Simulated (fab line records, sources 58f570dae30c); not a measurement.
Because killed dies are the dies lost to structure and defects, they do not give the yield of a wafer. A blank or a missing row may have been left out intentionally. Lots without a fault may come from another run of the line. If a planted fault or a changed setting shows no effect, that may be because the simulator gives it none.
Problem report in the 8D (eight disciplines) form, filled by code ; flow berkeley-cmos170 ; the parts of the form that need people (team, actions taken, sign-off) are left out

## 1. PROBLEM STATEMENT
tilt-deg at UCB170_PLDD_IMPLANT_08 reads a mean of 6.745 degrees on 6 wafers of 2 lots; wafers without a fault read 6.996 degrees with a standard deviation of 0.02. Relative to the usual mean, that is a shift of -13 standard deviations.
Earliest sighting: wafer L504.2 on implanter-03 at day 9 07:44. The record has a number at this step for 36 wafers belonging to 12 lots. The rule behind "out" and "out of limits": a value lying over 4 standard deviations away from the usual mean. All remaining wafers that have a number are taken as sound.

## 2. WHAT IT IS AND WHAT IT IS NOT
question;is;is not
which readings at this step;tilt-deg;-
which lots;L502, L504;L489, L490, L491, L492, L495, L496, L497, L508, L510, L511
which wafers of those lots;all that have a number;-
read on which tools;implanter-03;implanter-02
when;from day 9 07:44;"up to then (21 sound wafers); but 9 sound wafers of L508, L510, L511 came after"

## 3. THE SUSPECTS, EACH WITH WHAT RULES IT OUT
Counting: a tool at any process step up to the reading remains a suspect when it ran all the lots that are out and ran no sound lot after the first of those.
- implanter-03 at UCB170_PLDD_IMPLANT_08: kept. It processed each lot that is out, first L504 at day 9 07:44, and no sound lot thereafter; up to then, the last sound lot it processed was L497 at day 7 18:47. Its own readings are out on those wafers: tilt-deg.
The count leaves implanter-03 at UCB170_PLDD_IMPLANT_08.

## 4. THE CAUSE (what the simulator had put in)
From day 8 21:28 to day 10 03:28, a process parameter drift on implanter-03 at UCB170_PLDD_IMPLANT_08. Setting tilt-deg, moved by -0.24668, from 7. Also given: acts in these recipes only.
Only this tool survived the counting.

## 5. SEQUENCE OF EFFECTS, ordered by route
One row per reading whose mean, taken over the struck wafers that have a number, lies over 3 standard deviations from the usual. Readings are gone through only where the record gives a usual standard deviation; hours: the median, over the lots, of the time from a lot's start at the first step in this table giving one to that lot's start at this step; sigmas: the change measured in usual standard deviations.
hours;step;reading;usual;on struck wafers;change;sigmas
0;UCB170_PLDD_IMPLANT_08;tilt-deg;6.996 degrees;6.745;-0.251;-13
Its process steps:
- UCB170_PLDD_IMPLANT_08
Later steps that measure or inspect, where all struck wafers having a row at the step show a number for every such reading and not one has moved that far: UCB170_M3_BOW_MEAS_20.

## 6. HOW IT WOULD HAVE BEEN CAUGHT EARLIER
In this record the first reading out of limits was taken at day 9 07:44, 10 hours after the fault began at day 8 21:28.
